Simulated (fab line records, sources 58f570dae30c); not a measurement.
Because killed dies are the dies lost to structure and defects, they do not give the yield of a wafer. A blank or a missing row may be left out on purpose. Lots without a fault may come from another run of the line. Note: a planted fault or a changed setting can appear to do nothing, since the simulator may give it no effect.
Comparing a struck lot with a sound one + flow berkeley cmos170 + 28 steps out of a route of 331
Sound: these wafers, L873.2, L873.4, L873.6. The struck wafers were L880.2, L880.4, L880.5. At the end, the cause is stated.
At each step with rows: each side's tool, then ch and its chambers, then its first start. Under that, the readings that differ: sound wafers + struck wafers + difference of the means + sigmas: that difference in standard deviations of wafers without a fault.
alike: readings whose means differ by less than 2 such deviations, and words and numbers that are the same on both sides. not compared: withheld readings, readings that some wafer has no value for, bounds like >300 that may hide the same value, and numbers for which the record gives no deviation and whose values overlap.
The two part at a step that has a row with sigmas, a row that says differs or no value, or rows on one side only. When numbers do not overlap yet have no deviation, they are printed without sigmas and do not part them. A reading missing from all wafers of one side parts the sides only when that side holds two or more wafers.

UCB170_SDANNEAL_RS_MEAS_05: uses a four-point probe to measure.
  sound on film metro-02 at day 10 10:52; struck on film metro-03 at day 11 22:29
  alike: NLDD_RS
then, 1 step without rows for these wafers: UCB170_SILICIDE_PRE_CLEAN_00 (preclean etch time 60 s).
UCB170_SILICIDE_SPUTTER_01: material Ti, target thk 30 nm, time 25 s.
  sound on pvd sputter-03 at day 10 11:02; struck on pvd sputter-01 at day 11 22:39
  alike: throttle valve pct
UCB170_SILICIDE_RS_MEAS_02: uses a four-point probe to measure.
  sound on film metro-01 at day 10 11:05; struck on film metro-02 at day 11 22:43
  alike: SILICIDE_TI_RS
  not compared: hold
UCB170_SILICIDE_THK_MEAS_03: measures by xrf.
  sound on film metro-01 at day 10 11:11; struck on film metro-02 at day 11 22:49
  alike: SILICIDE_TI_THK
  not compared: hold
then, 4 steps without rows for these wafers: UCB170_SILICIDE_RTA_04 (time 15 s); UCB170_SILICIDE_WET_ETCH_05 (etches Ti in SPM, time 45 s); UCB170_CONTACT_CLEAN_00 (cleans in SPM, time 600 s); UCB170_CONTACT_CVD_01 (deposits PSG from SiH4/O2/PH3, target thk 700 nm, time 2820 s).
UCB170_CONTACT_THK_MEAS_02:
  sound on film metro-03 at day 10 14:44; struck on film metro-02 at day 12 01:10
  alike: CONTACT_PSG_THK
then, 2 steps without rows for these wafers: UCB170_CONTACT_HMDS_03 (prime time 60 s); UCB170_CONTACT_COAT_04 (resist thk 900 nm).
UCB170_CONTACT_SOFTBAKE_05: time 60 s.
  sound on litho track-04 ch 0, day 10 15:15; struck on litho track-03 ch 0, day 12 01:32
| reading          | sound             | struck            | difference | sigmas |
|------------------|-------------------|-------------------|------------|--------|
| run length s (s) | 89.28 89.33 89.30 | 94.49 94.49 94.60 | +5.22      | +44    |
UCB170_CONTACT_STRIP_06: strips in O2.
  sound on plasma asher-04 ch 0,1, day 10 15:23; struck on plasma asher-04 ch 0,1, day 12 01:40
  alike: drypump motor current A, oes product au, strip time to endpoint s
  not compared: rf hours counter h
then, 1 step without rows for these wafers: UCB170_CONTACT_CLEAN_07 (cleans in SPM, time 600 s).
UCB170_CONTACT_RTA_08: time 10 s.
  sound on rtp anneal-01 ch 0, day 10 15:40; struck on rtp anneal-02 ch 0, day 12 02:01
| reading            | sound          | struck         | difference | sigmas |
|--------------------|----------------|----------------|------------|--------|
| lamp power pct (%) | 26.6 26.5 26.6 | 21.2 21.1 21.1 | -5.4       | -2     |
  alike: wafer_temp_C_max
then, 6 steps without rows for these wafers: UCB170_CONTACT_COAT_09; UCB170_CONTACT_COAT_10 (resist thk 900 nm); UCB170_CONTACT_SOFTBAKE_11 (time 60 s); UCB170_CONTACT_EXPOSE_12 (exposes mask CONT, target cd 700 nm); UCB170_CONTACT_PEB_13; UCB170_CONTACT_DEVELOP_14 (develop time 45 s).
UCB170_CONTACT_CD_MEAS_15: the cd target is 700 nm.
  sound on cd sem-01 at day 10 16:37; struck on cd sem-02 at day 12 03:04
  alike: cd nm
UCB170_CONTACT_OVL_MEAS_16:
  sound on overlay-02 at day 10 16:44; struck on overlay-01 at day 12 03:10
  alike: CONTACT_OVL
UCB170_CONTACT_ETCH_17: etches BARC in N2/H2.
  sound on rie diel-04 ch 1,2, day 10 16:46; struck on rie diel-01 ch 2,3, day 12 03:12
  alike: drypump motor current A, oes product au, throttle valve pct
UCB170_CONTACT_ETCH_18: etches PSG in CHF3/CF4/Ar, stops on TiSi2, target depth 840 nm, time 195 s.
  sound: rie diel-04 ch 1,2; struck: rie diel-01 ch 2,3
  alike: drypump motor current A, oes product au, throttle valve pct
  not compared: rf hours counter h, model.etch.depth nm, model.CONTACT.feature depth nm
UCB170_CONTACT_STRIP_19: strips in O2.
  sound on plasma asher-01 ch 0,1, day 10 16:55; struck on plasma asher-02 ch 0,1, day 12 03:22
  alike: drypump motor current A, oes product au
  not compared: rf hours counter h
after that, 1 step had no rows for these wafers: UCB170_M3_PROBE_99.

WHERE THEY PART
At UCB170_CONTACT_SOFTBAKE_05 first; at UCB170_CONTACT_RTA_08 last (within this record only). Later steps at which nothing parts them and some readings are alike: UCB170_CONTACT_CD_MEAS_15, UCB170_CONTACT_OVL_MEAS_16, UCB170_CONTACT_ETCH_17, UCB170_CONTACT_ETCH_18, UCB170_CONTACT_STRIP_19.

WHY: the cause the simulator had injected
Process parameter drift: litho track-03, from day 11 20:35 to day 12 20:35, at UCB170_CONTACT_SOFTBAKE_05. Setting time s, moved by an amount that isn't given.
